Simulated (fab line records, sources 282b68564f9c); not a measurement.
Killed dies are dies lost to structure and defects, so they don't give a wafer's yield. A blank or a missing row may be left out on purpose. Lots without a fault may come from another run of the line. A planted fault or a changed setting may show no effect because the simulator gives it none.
fab line records | flow rit_cmos
record lots=14 wafers=42 last_day=7
route steps=202 shown PLDD@123
lots that met no fault: from a run of the same line without faults
start_h: hours from the record's first day to the start of the lot's first wafer shown | wait_h: hours since the lot's step before | " the same as in the row above | L1.1+2: a row that stands for several wafers | - no value, or no start given | * or withheld: withheld | < > ~ a bound
route shown NAME@n: a module of which the file shows steps, and the number in the route of the first | usual: mean/standard deviation of fault-free wafers | same: alike in all rows | chamber/n: place in a boat | sites: the reading at each site | _std_site: their standard deviation | _edge_site: outer sites' mean less inner sites' | radius_mm: how far each site lies from the wafer's centre | mask NAME#n: copy n | behind: the tool/chamber that last shaped the wafer | hold: why the lot was held/for how many hours/how that ended | device: the transistor (n, p or np) that didn't switch | end of line: the same wafers' tests at the end of the route | a step without rows: its recipe alone | killed: dies lost to structure and defects at the first sort, not the wafer's yield | map: a wafer's dies, x killed, . not, _ none there
set.NAME: the setting as run; set.NAME@STEP: as run at that earlier step | model.NAME: the simulator's own value behind a step, which no gauge read
steps of the route over a sample of lots; a table a step, a row a wafer
services: from which hour (start_h, from the record's first day; less than 0 if before it) a tool's chamber was out of use, for how many hours, and why
## steps
# step RIT_PLDD_STRIP_09
# recipe chemistry=O2 time_s=180 resist=NOVOLAK platen_temp_c=withheld power_w=500 pressure_mtorr=4000 o2_flow_sccm=4000
# usual drypump_motor_current_A=6.18/0.2 o2_flow_sccm=3997/11
# columns lot.wafer tool chamber start_h wait_h drypump_motor_current_A o2_flow_sccm rf_hours_counter_h
L746.1 plasma_asher-04 0 47.85 0.1 6.04 3997 26
L746.5 " 1 " " 6.13 3987 -
L746.6 " 0 " " 6.04 3998 -
L747.1 plasma_asher-01 1 53.83 0.1 5.91 3991 41
L747.2 " 0 " " 6.28 4002 41
L747.6 " 1 " " 5.87 3990 -
L748.4 plasma_asher-01 1 58.21 0.1 5.84 3995 -
L748.5 " 1 " " 5.88 4008 -
L748.6 " 0 " " 6.34 4013 -
L749.1 plasma_asher-01 1 61.82 0.1 5.90 4004 42
L749.3 " 0 " " 6.26 3982 -
L749.6 " 1 " " 5.89 4016 -
L750.2 plasma_asher-04 0 68.65 0.1 6.03 4003 28
L750.4 " 1 " " 6.13 4013 -
L750.6 " 1 " " 6.14 3996 -
L751.1 plasma_asher-01 0 73.02 0.1 6.33 4001 43
L751.3 " 1 " " 5.90 3977 -
L751.6 " 1 " " 5.90 3992 -
L752.2 plasma_asher-01 1 77.52 0.1 5.90 3996 44
L752.4 " 0 " " 6.33 4004 -
L752.5 " 1 " " 5.92 3993 -
L753.1 plasma_asher-01 0 79.95 0.1 6.33 1986 44
L753.4 " 1 " " 5.91 2018 -
L753.6 " 0 " " 6.33 2001 -
L759.1 plasma_asher-04 0 113.98 0.2 6.03 3982 34
L759.4 " 0 " " 6.03 3994 -
L759.5 " 1 " " 6.14 3984 -
L760.2 plasma_asher-01 0 116.21 0.1 6.31 2004 48
L760.3 " 1 " " 5.90 2011 -
L760.5 " 0 " " 6.33 1987 -
L762.2 plasma_asher-04 0 125.44 0.1 6.01 3981 36
L762.4 " 1 " " 6.14 4005 -
L762.5 " 1 " " 6.14 4007 -
L763.2 plasma_asher-03 1 133.16 0.1 6.30 4010 2
L763.5 " 1 " " 6.31 3995 -
L763.6 " 0 " " 6.49 3997 -
L766.1 plasma_asher-04 0 144.95 0.1 6.06 4015 38
L766.2 " 1 " " 6.15 4000 38
L766.4 " 0 " " 6.04 3997 -
L767.1 plasma_asher-03 0 151.20 0.1 6.50 4011 4
L767.3 " 0 " " 6.51 4002 -
L767.5 " 0 " " 6.51 3995 -
## services
# columns tool chamber start_h hours kind
plasma_asher-03 - 57.75 28.1 pm
plasma_asher-03 - 105.49 1.6 repair
plasma_asher-03 - 108.75 9.0 pm
plasma_asher-03 0 108.75 9.0 vent_cycle
plasma_asher-03 1 108.75 9.0 vent_cycle
plasma_asher-01 - 111.83 4.1 repair
plasma_asher-03 0 117.75 - clean
plasma_asher-03 1 117.75 - clean
## key
first_sign step=RIT_PLDD_STRIP_09 reading=o2_flow_sccm direction=down sigmas=99+ usual=3997 struck=2001
effect none on later readings
met_at RIT_PLDD_STRIP_09
struck_lots L753,L760
tester_left_out L753,L760
onset_between 77.52 79.95
fault kind=process_parameter_drift tool=plasma_asher-01 chamber=- onset_h=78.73 steps=RIT_PLDD_STRIP_09 channel=o2_flow_sccm offset=-2000 shape=step end_h=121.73 acts_in=these_recipes_only stated=4000
# tester_left_out: of these lots the tester's yield and bins aren't shown, on N5 and GAA mostly nor the transistor test; their killed dies are dies lost to structure and defects alone, not to doping, threshold or leakage, so they don't give the yield
